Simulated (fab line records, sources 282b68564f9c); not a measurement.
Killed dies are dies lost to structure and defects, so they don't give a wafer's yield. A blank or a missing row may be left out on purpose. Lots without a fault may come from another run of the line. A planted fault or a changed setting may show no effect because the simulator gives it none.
Tool commonality check | flow rit_cmos | 14 lots, 42 wafers sampled

WHY IT WAS OPENED
At RIT_GATE_THK_MEAS_09 the reading GATE_POLY_THK is flagged on 2 of 14 lots. Wafers without a fault read 251.2 nm, standard deviation 2.1.
Rule: a lot is flagged when every wafer of it that has a number lies more than 4 standard deviations from that mean, or none has a number. The other lots count as sound.

lot  | measured    | on            | GATE_POLY_THK (nm), wafer by wafer | flag
L148 | day 2 11:10 | film_metro-01 | 252.5 251.9 252.6                  |
L149 | day 2 18:52 | film_metro-01 | 251.4 252.8 252.6                  |
L150 | day 2 21:49 | film_metro-01 | 250.2 252.8 250.5                  |
L151 | day 3 04:01 | film_metro-02 | 246.2 245.0 248.9                  |
L153 | day 3 15:50 | film_metro-01 | 251.0 250.2 249.5                  |
L154 | day 3 19:06 | film_metro-02 | 251.5 254.9 255.2                  |
L156 | day 4 05:58 | film_metro-02 | 248.2 249.1 250.1                  |
L157 | day 4 11:03 | film_metro-02 | 249.3 249.2 247.8                  |
L158 | day 4 14:05 | film_metro-02 | 250.7 251.0 249.9                  |
L159 | day 4 18:36 | film_metro-01 | 251.7 251.1 250.8                  |
L160 | day 4 22:50 | film_metro-02 | 250.8 250.2 247.5                  |
L161 | day 5 05:36 | film_metro-02 | 251.4 254.5 252.2                  |
L164 | day 5 18:59 | film_metro-02 | 413.7 416.6 416.0                  | FLAGGED
L168 | day 6 16:25 | film_metro-02 | 413.8 413.1 412.2                  | FLAGGED
The numbers of the flagged lots are 414.2 nm on average: +163.0 nm against the usual, or +78 standard deviations.

WHICH TOOL RAN EACH LOT
The record holds 1 process step before the reading, out of a route of 202 steps. In each cell: the tool, then ch and the chambers that the sampled wafers went through, then the start.
lot  | flag    | RIT_GATE_CVD_08
L148 |         | lpcvd-02 ch 1, day 2 09:32
L149 |         | lpcvd-02 ch 1, day 2 17:15
L150 |         | lpcvd-01 ch 0, day 2 20:12
L151 |         | lpcvd-01 ch 0, day 3 02:23
L153 |         | lpcvd-02 ch 0, day 3 13:25
L154 |         | lpcvd-02 ch 1, day 3 16:41
L156 |         | lpcvd-01 ch 0, day 4 04:20
L157 |         | lpcvd-01 ch 0, day 4 09:25
L158 |         | lpcvd-02 ch 0, day 4 12:28
L159 |         | lpcvd-01 ch 1, day 4 16:57
L160 |         | lpcvd-02 ch 1, day 4 21:12
L161 |         | lpcvd-02 ch 1, day 5 03:57
L164 | FLAGGED | lpcvd-02 ch 1, day 5 17:22
L168 | FLAGGED | lpcvd-02 ch 1, day 6 13:59
What these steps do:
- RIT_GATE_CVD_08: deposits poly-Si from SiH4, target thk 250 nm, time 2220 s.
- RIT_GATE_THK_MEAS_09

FLAGGED OVER TOTAL, TOOL BY TOOL (the gauges that took the reading come last)
step                 | tool          | lots run | flagged | share of the flagged lots | sound lots run after its first flagged lot
RIT_GATE_CVD_08      | lpcvd-01      | 5        | 0       | none                      | -
RIT_GATE_CVD_08      | lpcvd-02      | 9        | 2       | all                       | 0
RIT_GATE_THK_MEAS_09 | film_metro-01 | 5        | 0       | none                      | -
RIT_GATE_THK_MEAS_09 | film_metro-02 | 9        | 2       | all                       | 0

WHAT THE TABLE ALLOWS
2 rows of the table ran every flagged lot: lpcvd-02 at RIT_GATE_CVD_08, film_metro-02 at RIT_GATE_THK_MEAS_09.
- lpcvd-02 at RIT_GATE_CVD_08: 2 of its 9 lots flagged. Its last sound lot is L161 (day 5 03:57), its first flagged lot L164 (day 5 17:22): a fault that began between those two fits.
- film_metro-02 at RIT_GATE_THK_MEAS_09: 2 of its 9 lots flagged. Its last sound lot is L161 (day 5 05:36), its first flagged lot L164 (day 5 18:59): a fault that began between those two fits.
Counting lots can't tell these 2 tools apart, because each fits a fault that began at some hour. More lots, or a look at what each step does to the wafer, might.

WHAT THE SIMULATOR HAD PUT IN
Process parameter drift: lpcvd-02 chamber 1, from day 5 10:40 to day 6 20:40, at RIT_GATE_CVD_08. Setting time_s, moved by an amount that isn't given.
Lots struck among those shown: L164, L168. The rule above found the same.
